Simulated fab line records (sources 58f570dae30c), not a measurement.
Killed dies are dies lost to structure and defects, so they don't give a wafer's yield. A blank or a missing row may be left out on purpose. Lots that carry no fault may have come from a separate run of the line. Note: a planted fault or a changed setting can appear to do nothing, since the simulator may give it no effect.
Tool commonality check -- flow berkeleyCmos170 -- 14 lots and 42 wafers in the sample

## THE REASON FOR OPENING IT
UCB170_NWELL_TW_MEAS_16, reading NWELL_TW: flagged on 2 of 14 lots. No-fault wafers: 1243, standard deviation 11.
Rule: a lot is flagged in two cases, either no wafer of it has a number, or all its wafers with numbers fall more than 4 standard deviations from that mean. All remaining lots are regarded as sound.

lot,measured,on,"NWELL_TW, wafer by wafer",flag
L441,day 2 19:04,filmMetro-01,1244 1240 1252,
L442,day 2 19:12,filmMetro-04,1246 1249 1248,
L443,day 3 06:58,filmMetro-02,1230 1229 1232,
L445,day 3 08:49,filmMetro-04,1254 1249 1253,
L446,day 3 19:59,filmMetro-02,1235 1230 1235,
L447,day 3 20:16,filmMetro-01,1246 1240 1247,
L453,day 4 21:01,filmMetro-01,1193 1197 1197,FLAGGED
L452,day 4 21:08,filmMetro-02,1226 1238 1227,
L455,day 5 10:46,filmMetro-02,1180 1173 1173,FLAGGED
L461,day 6 13:53,filmMetro-01,1246 1244 1244,
L458,day 6 14:04,filmMetro-02,1225 1218 1220,
L462,day 6 20:32,filmMetro-01,1246 1250 1248,
L464,day 7 04:40,filmMetro-02,1229 1230 1226,
L463,day 7 05:41,filmMetro-02,1235 1230 1228,
The mean of the flagged lots' numbers is 1186, -58 from the usual (-5 standard deviations).

## TOOL THAT RAN EACH LOT
2 process steps preceding the reading are held in the record, out of 331 steps in the route. Read each cell as the tool, then ch plus the chambers that the sampled wafers visited, then the start.
lot,flag,UCB170_ZERO_ETCH_06,UCB170_NWELL_IMPLANT_14
L441,,"rieDiel-04 ch 1,2,3, day 1 23:08","implanter-03 ch 0, day 2 18:40"
L442,,"rieDiel-03 ch 1,2,3, day 2 04:30","implanter-04 ch 0, day 2 18:57"
L443,,"rieDiel-03 ch 1,2, day 2 11:14","implanter-04 ch 0, day 3 06:43"
L445,,"rieDiel-01 ch 0,1, day 2 17:19","implanter-04 ch 0, day 3 08:35"
L446,,"rieDiel-03 ch 2,3, day 3 05:01","implanter-04 ch 0, day 3 19:44"
L447,,"rieDiel-04 ch 1,2,3, day 3 05:11","implanter-04 ch 0, day 3 20:01"
L453,FLAGGED,"rieDiel-01 ch 0,3, day 4 10:14","implanter-04 ch 0, day 4 20:47"
L452,,"rieDiel-01 ch 0,1,2, day 4 04:29","implanter-03 ch 0, day 4 20:54"
L455,FLAGGED,"rieDiel-03 ch 0,2,3, day 4 19:30","implanter-04 ch 0, day 5 10:33"
L461,,"rieDiel-04 ch 0,1,2, day 6 00:29","implanter-03 ch 0, day 6 13:38"
L458,,"rieDiel-01 ch 0,2,3, day 5 19:11","implanter-02 ch 0, day 6 13:50"
L462,,"rieDiel-04 ch 0,1,2, day 6 08:16","implanter-03 ch 0, day 6 20:17"
L464,,"rieDiel-01 ch 0,2,3, day 6 13:07","implanter-02 ch 0, day 7 04:25"
L463,,"rieDiel-03 ch 1,2,3, day 6 12:50","implanter-03 ch 0, day 7 05:28"
These steps, and what they do:
- UCB170_ZERO_ETCH_06: etches SiO2 in CHF3/CF4/Ar, time 12 s.
- UCB170_NWELL_IMPLANT_14
- UCB170_NWELL_TW_MEAS_16

## FLAGGED OVER TOTAL, TOOL BY TOOL (the gauges that took the reading come last)
step,tool,lots run,flagged,share of the flagged lots,sound lots run after its first flagged lot
UCB170_ZERO_ETCH_06,rieDiel-01,5,1,some,"2 (L458,L464)"
UCB170_ZERO_ETCH_06,rieDiel-03,5,1,some,1 (L463)
UCB170_ZERO_ETCH_06,rieDiel-04,4,0,none,-
UCB170_NWELL_IMPLANT_14,implanter-02,2,0,none,-
UCB170_NWELL_IMPLANT_14,implanter-03,5,0,none,-
UCB170_NWELL_IMPLANT_14,implanter-04,7,2,all,0
UCB170_NWELL_TW_MEAS_16,filmMetro-01,5,1,some,"2 (L461,L462)"
UCB170_NWELL_TW_MEAS_16,filmMetro-02,7,1,some,"3 (L458,L464,L463)"
UCB170_NWELL_TW_MEAS_16,filmMetro-04,2,0,none,-

## WHAT THE TABLE ALLOWS
All flagged lots share 1 row of the table, namely implanter-04 at UCB170_NWELL_IMPLANT_14.
- implanter-04 at UCB170_NWELL_IMPLANT_14: 2 of its 7 lots flagged. A fault beginning between L447 (day 3 20:01), its last sound lot, and L453 (day 4 20:47), its first flagged one, fits the data. Its own readings (beamEnergyKeV) fall more than 4 standard deviations out on all wafers of the flagged lots.
Just one tool remains: implanter-04 at UCB170_NWELL_IMPLANT_14.

## WHAT HAD BEEN PUT IN BY THE SIMULATOR
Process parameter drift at UCB170_NWELL_IMPLANT_14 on implanter-04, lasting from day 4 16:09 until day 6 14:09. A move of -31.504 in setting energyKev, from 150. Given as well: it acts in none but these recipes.
Shown lots that were struck: L453, L455. The rule above reached the same finding.
